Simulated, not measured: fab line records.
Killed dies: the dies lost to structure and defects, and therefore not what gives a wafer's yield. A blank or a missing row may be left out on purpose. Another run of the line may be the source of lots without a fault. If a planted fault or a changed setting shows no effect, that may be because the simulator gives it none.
Which tool is to blame? | flow berkeley cmos170 | 39 wafers from 13 lots sampled at 5 of the route's 331 steps

## WHAT THE GAUGES SHOWED, per wafer
UCB170_V1_THK_MEAS_01.
lot  | measured     | on            | V1_TEOS_THK (nm)
L176 | day 8 09:04  | film metro-01 | 1994 2049 2052
L175 | day 8 14:17  | film metro-02 | 2003 1987 2021
L177 | day 8 14:17  | film metro-04 | 2017 2059 2030
L178 | day 9 11:40  | film metro-01 | 2015 2007 2031
L181 | day 9 12:59  | film metro-02 | 1998 2029 2002
L184 | day 10 10:58 | film metro-01 | 1998 2031 2002
L182 | day 10 13:31 | film metro-01 | 2158 2008 2207
L190 | day 11 09:34 | film metro-02 | 1996 1964 2040
L189 | day 11 09:35 | film metro-01 | 1991 1995 2006
L194 | day 13 08:31 | film metro-02 | 1956 1999 1981
L192 | day 13 08:32 | film metro-04 | 2006 1976 1995
L198 | day 14 00:16 | film metro-04 | 2001 1960 2021
L197 | day 14 01:35 | film metro-01 | 1953 1953 1989

UCB170_V1_CD_MEAS_12: target cd 700 nm.
lot  | measured     | on        | cd nm (nm)
L176 | day 8 11:11  | cd sem-01 | 699.8 698.7 699.1
L175 | day 8 17:49  | cd sem-02 | 699.5 699.7 699.7
L177 | day 8 17:56  | cd sem-01 | 698.3 699.5 700.4
L178 | day 9 13:21  | cd sem-02 | 701.1 699.3 700.1
L181 | day 9 14:41  | cd sem-02 | 701.3 700.4 700.3
L184 | day 10 14:51 | cd sem-01 | 700.1 698.9 698.2
L182 | day 10 15:23 | cd sem-01 | 698.3 696.9 698.5
L190 | day 11 11:29 | cd sem-02 | 697.7 698.3 698.7
L189 | day 11 11:44 | cd sem-01 | 697.8 699.5 698.6
L194 | day 13 12:13 | cd sem-01 | 700.0 701.7 701.4
L192 | day 13 12:21 | cd sem-01 | 700.5 700.1 699.8
L198 | day 14 01:58 | cd sem-02 | 698.6 699.4 700.0
L197 | day 14 03:36 | cd sem-02 | 698.6 699.6 698.4

## EACH LOT AND THE TOOL THAT RAN IT (in order: tool; ch and the chambers of the sampled wafers; start)
lot  | UCB170_CONTACT_STRIP_19              | UCB170_V1_CVD_00                | UCB170_V1_CMP_02
L176 | plasma asher-04 ch 0,1, day 8 05:32  | pecvd-04 ch 0,2, day 8 08:53    | cmp-01 ch 1,2, day 8 09:07
L175 | plasma asher-02 ch 0,1, day 8 05:49  | pecvd-04 ch 1,2, day 8 14:08    | cmp-02 ch 0,2, day 8 14:24
L177 | plasma asher-04 ch 0,1, day 8 07:46  | pecvd-03 ch 0,1, day 8 14:08    | cmp-01 ch 1,3, day 8 14:24
L178 | plasma asher-02 ch 0,1, day 9 07:58  | pecvd-04 ch 0,2, day 9 11:29    | cmp-02 ch 2,3, day 9 11:43
L181 | plasma asher-01 ch 1, day 9 08:59    | pecvd-03 ch 0,1,2, day 9 12:50  | cmp-01 ch 0,2,3, day 9 13:05
L184 | plasma asher-02 ch 0,1, day 10 02:11 | pecvd-02 ch 0,1, day 10 10:48   | cmp-01 ch 1,2,3, day 10 11:10
L182 | plasma asher-01 ch 0,1, day 10 07:34 | pecvd-03 ch 0,2, day 10 13:17   | cmp-02 ch 1,3, day 10 13:38
L190 | plasma asher-01 ch 0,1, day 11 04:42 | pecvd-04 ch 0,1,2, day 11 09:25 | cmp-02 ch 0,1,3, day 11 09:44
L189 | plasma asher-02 ch 0,1, day 11 05:35 | pecvd-02 ch 1,2, day 11 09:25   | cmp-01 ch 1,2, day 11 09:41
L194 | plasma asher-01 ch 0,1, day 13 03:46 | pecvd-02 ch 0,2, day 13 08:22   | cmp-01 ch 0,1,2, day 13 08:41
L192 | plasma asher-04 ch 0,1, day 13 03:53 | pecvd-04 ch 1,2, day 13 08:22   | cmp-02 ch 0,1,3, day 13 08:35
L198 | plasma asher-01 ch 0,1, day 13 20:37 | pecvd-03 ch 1,2, day 14 00:06   | cmp-01 ch 1,3, day 14 00:22
L197 | plasma asher-02 ch 0,1, day 13 20:51 | pecvd-04 ch 0,1,2, day 14 01:26 | cmp-02 ch 0,1,2, day 14 01:42
- UCB170_CONTACT_STRIP_19: strips in O2.
- UCB170_V1_CVD_00: deposits SiO2 from TEOS/O2, target thk 2000 nm, time 250 s.
- UCB170_V1_CMP_02: polishes SiO2.

## WHAT THE TOOLS THEMSELVES READ (means of the sampled wafers that have a number; where no wafer has one, the mark that the record gives instead)
UCB170_CONTACT_STRIP_19.
lot  | tool            | chamber pressure mTorr (mTorr) | drypump motor current A (A) | oes product au (a.u.)
L176 | plasma asher-04 | 3499                           | 5.4                         | 0.727
L175 | plasma asher-02 | 3500                           | 6.1                         | 0.722
L177 | plasma asher-04 | 3501                           | 5.4                         | 0.727
L178 | plasma asher-02 | 3500                           | 6.2                         | 0.727
L181 | plasma asher-01 | 3499                           | 6.4                         | 0.726
L184 | plasma asher-02 | 3499                           | 6.1                         | 0.727
L182 | plasma asher-01 | 3502                           | 6.3                         | 0.731
L190 | plasma asher-01 | 3502                           | 6.3                         | 0.727
L189 | plasma asher-02 | 3501                           | 6.0                         | 0.726
L194 | plasma asher-01 | 3498                           | 6.3                         | 0.729
L192 | plasma asher-04 | 3500                           | 5.4                         | 0.725
L198 | plasma asher-01 | 3505                           | 6.3                         | 0.728
L197 | plasma asher-02 | 3499                           | 6.0                         | 0.722

UCB170_V1_CVD_00.
lot  | tool     | heater power w (W) | rf fwd power W (W)
L176 | pecvd-04 | 201                | 549.1
L175 | pecvd-04 | 321                | 546.6
L177 | pecvd-03 | 231                | 547.5
L178 | pecvd-04 | 279                | 548.9
L181 | pecvd-03 | 224                | 548.1
L184 | pecvd-02 | 298                | 546.3
L182 | pecvd-03 | 194                | 693.7
L190 | pecvd-04 | 267                | 547.8
L189 | pecvd-02 | 265                | 547.8
L194 | pecvd-02 | 298                | 547.3
L192 | pecvd-04 | 266                | 548.5
L198 | pecvd-03 | 255                | 547.0
L197 | pecvd-04 | 259                | 551.2

UCB170_V1_CMP_02.
lot  | tool   | motor current A (A)
L176 | cmp-01 | 13.4
L175 | cmp-02 | 17.0
L177 | cmp-01 | 14.8
L178 | cmp-02 | 16.9
L181 | cmp-01 | 16.2
L184 | cmp-01 | 14.3
L182 | cmp-02 | 16.1
L190 | cmp-02 | 15.8
L189 | cmp-01 | 13.0
L194 | cmp-01 | 14.4
L192 | cmp-02 | 16.2
L198 | cmp-01 | 13.9
L197 | cmp-02 | 16.5

## THE ANSWER, worked out from the rows above alone
Rule: usual is defined by the lots themselves. Put in order of their means at a reading, lots are off if they are a third of the lots or fewer, leave a main group of 4 or more, and stand apart from it by a gap of 3 or more times the standard deviation of the main group's means; of several such gaps the widest counts. The tables above print the reading to a certain number of digits; a main group whose means all agree to those digits is not used. Also off: a lot with no number at a reading for which 4 or more lots have one. Where the step has rows for the other lots, those lots are counted as sound. After the gauges, taken in route order, come the tools' own readings; for these a lot's mean is taken, as printed above. At the first step where some lot is off, the reading lying furthest off is the one used; lots without a number count as furthest.
Off: at UCB170_V1_THK_MEAS_01 (V1_TEOS_THK), L182. For the main group the mean is 2003 nm and the standard deviation 19.
If a tool, at a process step before that reading, ran all the lots that are off and no sound lot after the first of them, it fits. Not tried: the gauges at UCB170_V1_THK_MEAS_01; whatever is off there is also off at UCB170_V1_CVD_00, on other tools, and gauge error can't account for it. No candidate that was tried fits.

## WHAT THE SIMULATOR PUT IN
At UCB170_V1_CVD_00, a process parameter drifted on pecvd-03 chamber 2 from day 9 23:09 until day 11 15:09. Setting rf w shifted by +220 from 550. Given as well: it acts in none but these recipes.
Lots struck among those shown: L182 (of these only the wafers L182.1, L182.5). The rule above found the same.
